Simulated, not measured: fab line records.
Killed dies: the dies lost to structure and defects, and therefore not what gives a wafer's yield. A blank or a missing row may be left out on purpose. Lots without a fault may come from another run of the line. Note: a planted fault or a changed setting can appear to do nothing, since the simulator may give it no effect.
What tool caused it? || flow berkeleyCmos170 || 14 lots, 42 wafers sampled, at 4 steps of a route of 331

WHAT THE GAUGES READ, wafer by wafer
UCB170_START_THK_MEAS_03. Usual: START_OXIDE_THK gives 20.1 nm (standard deviation 0.35).
{"lot": "L592", "measured": "day 1 17:11", "on": "filmMetro-03", "START_OXIDE_THK (nm)": "20.5 20.5 20.7", "flag": ""}
{"lot": "L591", "measured": "day 1 17:12", "on": "filmMetro-01", "START_OXIDE_THK (nm)": "19.9 20.0 20.2", "flag": ""}
{"lot": "L593", "measured": "day 2 02:37", "on": "filmMetro-01", "START_OXIDE_THK (nm)": "20.3 20.5 20.7", "flag": ""}
{"lot": "L594", "measured": "day 2 05:22", "on": "filmMetro-04", "START_OXIDE_THK (nm)": "20.1 20.0 20.2", "flag": ""}
{"lot": "L595", "measured": "day 2 10:48", "on": "filmMetro-03", "START_OXIDE_THK (nm)": "19.7 19.6 19.7", "flag": ""}
{"lot": "L596", "measured": "day 2 17:20", "on": "filmMetro-01", "START_OXIDE_THK (nm)": "19.5 19.6 19.3", "flag": ""}
{"lot": "L597", "measured": "day 2 22:23", "on": "filmMetro-01", "START_OXIDE_THK (nm)": "19.7 20.2 20.0", "flag": ""}
{"lot": "L598", "measured": "day 3 02:55", "on": "filmMetro-03", "START_OXIDE_THK (nm)": "20.3 20.2 20.0", "flag": ""}
{"lot": "L599", "measured": "day 3 08:22", "on": "filmMetro-03", "START_OXIDE_THK (nm)": "20.4 20.4 21.0", "flag": ""}
{"lot": "L603", "measured": "day 4 03:08", "on": "filmMetro-03", "START_OXIDE_THK (nm)": "19.8 20.0 20.1", "flag": ""}
{"lot": "L604", "measured": "day 4 10:48", "on": "filmMetro-01", "START_OXIDE_THK (nm)": "20.0 19.9 20.1", "flag": ""}
{"lot": "L610", "measured": "day 5 16:04", "on": "filmMetro-01", "START_OXIDE_THK (nm)": "20.5 20.5 20.1", "flag": ""}
{"lot": "L612", "measured": "day 5 23:53", "on": "filmMetro-03", "START_OXIDE_THK (nm)": "20.0 19.9 20.0", "flag": ""}
{"lot": "L613", "measured": "day 6 06:08", "on": "filmMetro-04", "START_OXIDE_THK (nm)": "20.2 20.1 20.2", "flag": ""}

UCB170_V2_OVL_MEAS_13. Usual: V2_OVL gives 5 nm (standard deviation 5.7).
{"lot": "L592", "measured": "day 8 23:56", "on": "overlay-01", "V2_OVL (nm)": "5 7 6", "flag": ""}
{"lot": "L591", "measured": "day 8 20:12", "on": "overlay-01", "V2_OVL (nm)": "3 7 -3", "flag": ""}
{"lot": "L593", "measured": "day 8 21:35", "on": "overlay-01", "V2_OVL (nm)": "5 6 0", "flag": ""}
{"lot": "L594", "measured": "day 8 23:54", "on": "overlay-01", "V2_OVL (nm)": "6 6 3", "flag": ""}
{"lot": "L595", "measured": "day 9 15:24", "on": "overlay-01", "V2_OVL (nm)": "8 9 6", "flag": ""}
{"lot": "L596", "measured": "day 9 13:38", "on": "overlay-01", "V2_OVL (nm)": "0 1 6", "flag": ""}
{"lot": "L597", "measured": "day 10 11:08", "on": "overlay-01", "V2_OVL (nm)": "10 6 13", "flag": ""}
{"lot": "L598", "measured": "day 10 13:57", "on": "overlay-01", "V2_OVL (nm)": "-5 7 -2", "flag": ""}
{"lot": "L599", "measured": "day 10 13:28", "on": "overlay-02", "V2_OVL (nm)": "4 -1 3", "flag": ""}
{"lot": "L603", "measured": "day 10 14:26", "on": "overlay-01", "V2_OVL (nm)": "11 14 9", "flag": ""}
{"lot": "L604", "measured": "day 12 00:56", "on": "overlay-02", "V2_OVL (nm)": "0 2 -6", "flag": ""}
{"lot": "L610", "measured": "day 13 14:46", "on": "overlay-02", "V2_OVL (nm)": "7 10 10", "flag": ""}
{"lot": "L612", "measured": "day 13 12:53", "on": "overlay-02", "V2_OVL (nm)": "9 6 11", "flag": ""}
{"lot": "L613", "measured": "day 13 14:46", "on": "overlay-01", "V2_OVL (nm)": "3 2 10", "flag": ""}

TOOL THAT RAN EACH LOT (tool first, then ch and the chambers of the sampled wafers, then the start)
{"lot": "L592", "UCB170_PVT_IMPLANT_07": "implanter-03 ch 0, day 6 17:34", "UCB170_M2_ETCH_17": "rieDiel-04 ch 0,2,3, day 8 21:26"}
{"lot": "L591", "UCB170_PVT_IMPLANT_07": "implanter-02 ch 0, day 6 17:22", "UCB170_M2_ETCH_17": "rieDiel-03 ch 0,3, day 8 17:54"}
{"lot": "L593", "UCB170_PVT_IMPLANT_07": "implanter-01 ch 0, day 6 18:08", "UCB170_M2_ETCH_17": "rieDiel-01 ch 0,2,3, day 8 19:01"}
{"lot": "L594", "UCB170_PVT_IMPLANT_07": "implanter-02 ch 0, day 6 17:53", "UCB170_M2_ETCH_17": "rieDiel-01 ch 1,2,3, day 8 21:10"}
{"lot": "L595", "UCB170_PVT_IMPLANT_07": "implanter-03 ch 0, day 7 11:43", "UCB170_M2_ETCH_17": "rieDiel-03 ch 1,2, day 9 12:54"}
{"lot": "L596", "UCB170_PVT_IMPLANT_07": "implanter-01 ch 0, day 7 11:31", "UCB170_M2_ETCH_17": "rieDiel-04 ch 1,2,3, day 9 11:22"}
{"lot": "L597", "UCB170_PVT_IMPLANT_07": "implanter-01 ch 0, day 8 08:04", "UCB170_M2_ETCH_17": "rieDiel-03 ch 0,2,3, day 10 08:43"}
{"lot": "L598", "UCB170_PVT_IMPLANT_07": "implanter-03 ch 0, day 8 08:16", "UCB170_M2_ETCH_17": "rieDiel-03 ch 0,1,3, day 10 11:17"}
{"lot": "L599", "UCB170_PVT_IMPLANT_07": "implanter-03 ch 0, day 8 07:20", "UCB170_M2_ETCH_17": "rieDiel-04 ch 1,2, day 10 11:01"}
{"lot": "L603", "UCB170_PVT_IMPLANT_07": "implanter-02 ch 0, day 8 13:58", "UCB170_M2_ETCH_17": "rieDiel-01 ch 0,1,2, day 10 11:48"}
{"lot": "L604", "UCB170_PVT_IMPLANT_07": "implanter-03 ch 0, day 9 16:55", "UCB170_M2_ETCH_17": "rieDiel-01 ch 0,3, day 11 21:26"}
{"lot": "L610", "UCB170_PVT_IMPLANT_07": "implanter-01 ch 0, day 11 06:37", "UCB170_M2_ETCH_17": "rieDiel-03 ch 1,3, day 13 12:17"}
{"lot": "L612", "UCB170_PVT_IMPLANT_07": "implanter-01 ch 0, day 11 07:05", "UCB170_M2_ETCH_17": "rieDiel-01 ch 0,1,3, day 13 09:07"}
{"lot": "L613", "UCB170_PVT_IMPLANT_07": "implanter-03 ch 0, day 11 06:21", "UCB170_M2_ETCH_17": "rieDiel-01 ch 1,2, day 13 11:18"}
- UCB170_PVT_IMPLANT_07
- UCB170_M2_ETCH_17: etches BARC in N2/H2.

WHAT THE TOOLS THEMSELVES READ (means of the sampled wafers that have a number; where no wafer has one, the mark that the record gives instead)
UCB170_PVT_IMPLANT_07. Usual: beamEnergyKeV 30.001, standard deviation 0.0085; doseIonsCm2 2.0001e+12, standard deviation 2.4e+09.
{"lot": "L592", "tool": "implanter-03", "beamEnergyKeV": 29.996, "doseIonsCm2": 2.0039e+12, "flag": ""}
{"lot": "L591", "tool": "implanter-02", "beamEnergyKeV": 30.012, "doseIonsCm2": 1.9985e+12, "flag": ""}
{"lot": "L593", "tool": "implanter-01", "beamEnergyKeV": 30.002, "doseIonsCm2": 1.9978e+12, "flag": ""}
{"lot": "L594", "tool": "implanter-02", "beamEnergyKeV": 30.006, "doseIonsCm2": 2.0031e+12, "flag": ""}
{"lot": "L595", "tool": "implanter-03", "beamEnergyKeV": 30.005, "doseIonsCm2": 2.0015e+12, "flag": ""}
{"lot": "L596", "tool": "implanter-01", "beamEnergyKeV": 30.008, "doseIonsCm2": 1.9985e+12, "flag": ""}
{"lot": "L597", "tool": "implanter-01", "beamEnergyKeV": 29.994, "doseIonsCm2": 1.9989e+12, "flag": ""}
{"lot": "L598", "tool": "implanter-03", "beamEnergyKeV": 30.005, "doseIonsCm2": 1.9987e+12, "flag": ""}
{"lot": "L599", "tool": "implanter-03", "beamEnergyKeV": 30.013, "doseIonsCm2": 1.9998e+12, "flag": ""}
{"lot": "L603", "tool": "implanter-02", "beamEnergyKeV": 30.009, "doseIonsCm2": 2.0009e+12, "flag": ""}
{"lot": "L604", "tool": "implanter-03", "beamEnergyKeV": 30.002, "doseIonsCm2": 2.0011e+12, "flag": ""}
{"lot": "L610", "tool": "implanter-01", "beamEnergyKeV": 28.944, "doseIonsCm2": 1.9993e+12, "flag": "OFF"}
{"lot": "L612", "tool": "implanter-01", "beamEnergyKeV": 28.945, "doseIonsCm2": 2.0005e+12, "flag": "OFF"}
{"lot": "L613", "tool": "implanter-03", "beamEnergyKeV": 29.985, "doseIonsCm2": 1.9966e+12, "flag": ""}

UCB170_M2_ETCH_17. Usual: drypumpMotorCurrentA 5.7 A, standard deviation 0.31; n2FlowSccm 100.0 sccm, standard deviation 0.3; oesProductAu 1.001 a.u., standard deviation 0.017; throttleValvePct 13.29 %, standard deviation 0.13.
{"lot": "L592", "tool": "rieDiel-04", "drypumpMotorCurrentA (A)": 6.0, "n2FlowSccm (sccm)": 100.2, "oesProductAu (a.u.)": 1.008, "throttleValvePct (%)": 13.22, "flag": ""}
{"lot": "L591", "tool": "rieDiel-03", "drypumpMotorCurrentA (A)": 5.8, "n2FlowSccm (sccm)": 100.0, "oesProductAu (a.u.)": 0.988, "throttleValvePct (%)": 13.24, "flag": ""}
{"lot": "L593", "tool": "rieDiel-01", "drypumpMotorCurrentA (A)": 5.6, "n2FlowSccm (sccm)": 99.9, "oesProductAu (a.u.)": 1.008, "throttleValvePct (%)": 13.30, "flag": ""}
{"lot": "L594", "tool": "rieDiel-01", "drypumpMotorCurrentA (A)": 5.6, "n2FlowSccm (sccm)": 100.2, "oesProductAu (a.u.)": 0.998, "throttleValvePct (%)": 13.38, "flag": ""}
{"lot": "L595", "tool": "rieDiel-03", "drypumpMotorCurrentA (A)": 5.8, "n2FlowSccm (sccm)": 99.9, "oesProductAu (a.u.)": 0.994, "throttleValvePct (%)": 13.33, "flag": ""}
{"lot": "L596", "tool": "rieDiel-04", "drypumpMotorCurrentA (A)": 5.8, "n2FlowSccm (sccm)": 99.8, "oesProductAu (a.u.)": 1.012, "throttleValvePct (%)": 13.21, "flag": ""}
{"lot": "L597", "tool": "rieDiel-03", "drypumpMotorCurrentA (A)": 5.8, "n2FlowSccm (sccm)": 100.1, "oesProductAu (a.u.)": 1.004, "throttleValvePct (%)": 13.23, "flag": ""}
{"lot": "L598", "tool": "rieDiel-03", "drypumpMotorCurrentA (A)": 5.8, "n2FlowSccm (sccm)": 100.0, "oesProductAu (a.u.)": 0.991, "throttleValvePct (%)": 13.23, "flag": ""}
{"lot": "L599", "tool": "rieDiel-04", "drypumpMotorCurrentA (A)": 5.9, "n2FlowSccm (sccm)": 100.4, "oesProductAu (a.u.)": 1.019, "throttleValvePct (%)": 13.24, "flag": ""}
{"lot": "L603", "tool": "rieDiel-01", "drypumpMotorCurrentA (A)": 5.4, "n2FlowSccm (sccm)": 99.8, "oesProductAu (a.u.)": 1.005, "throttleValvePct (%)": 13.37, "flag": ""}
{"lot": "L604", "tool": "rieDiel-01", "drypumpMotorCurrentA (A)": 6.0, "n2FlowSccm (sccm)": 100.2, "oesProductAu (a.u.)": 0.993, "throttleValvePct (%)": 13.29, "flag": ""}
{"lot": "L610", "tool": "rieDiel-03", "drypumpMotorCurrentA (A)": 5.8, "n2FlowSccm (sccm)": 100.0, "oesProductAu (a.u.)": 0.970, "throttleValvePct (%)": 13.38, "flag": ""}
{"lot": "L612", "tool": "rieDiel-01", "drypumpMotorCurrentA (A)": 5.7, "n2FlowSccm (sccm)": 99.9, "oesProductAu (a.u.)": 0.991, "throttleValvePct (%)": 13.35, "flag": ""}
{"lot": "L613", "tool": "rieDiel-01", "drypumpMotorCurrentA (A)": 5.4, "n2FlowSccm (sccm)": 100.1, "oesProductAu (a.u.)": 0.994, "throttleValvePct (%)": 13.44, "flag": ""}

THE ANSWER, worked out from the rows above alone
Rule: a lot is off if the mean of its wafers that have a number lies more than 3 standard deviations from the usual mean. A lot without any number at a reading at which 4 lots or more have one is off too. Where the step has rows for the other lots, those lots are counted as sound. The gauges are gone through in route order, then the tools' own readings, and for those a lot's mean is taken as printed above. The first step at which some lot is off is used, and at that step the reading that is off furthest; a lot without a number counts as furthest.
Off: L610, L612, at UCB170_PVT_IMPLANT_07 (beamEnergyKeV).
A tool fits if, at that step or a process step before it, it ran every lot that is off, and no sound lot after the first of them. One fits: implanter-01 at UCB170_PVT_IMPLANT_07. Its last sound lot is L597 (day 8 08:04), its first lot that is off L610 (day 11 06:37): a fault that began between those two fits.
The tool's own readings at UCB170_PVT_IMPLANT_07 bear it out: on the lots that are off they differ by more than 5 times the standard deviation of the sound lots' means. beamEnergyKeV reads 28.944 there against 30.003 on the sound lots.

WHAT HAD BEEN PUT IN BY THE SIMULATOR
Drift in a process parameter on implanter-01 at UCB170_PVT_IMPLANT_07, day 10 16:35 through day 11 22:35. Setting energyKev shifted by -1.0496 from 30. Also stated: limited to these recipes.
Struck lots among those shown: L610, L612. The rule above found the same.
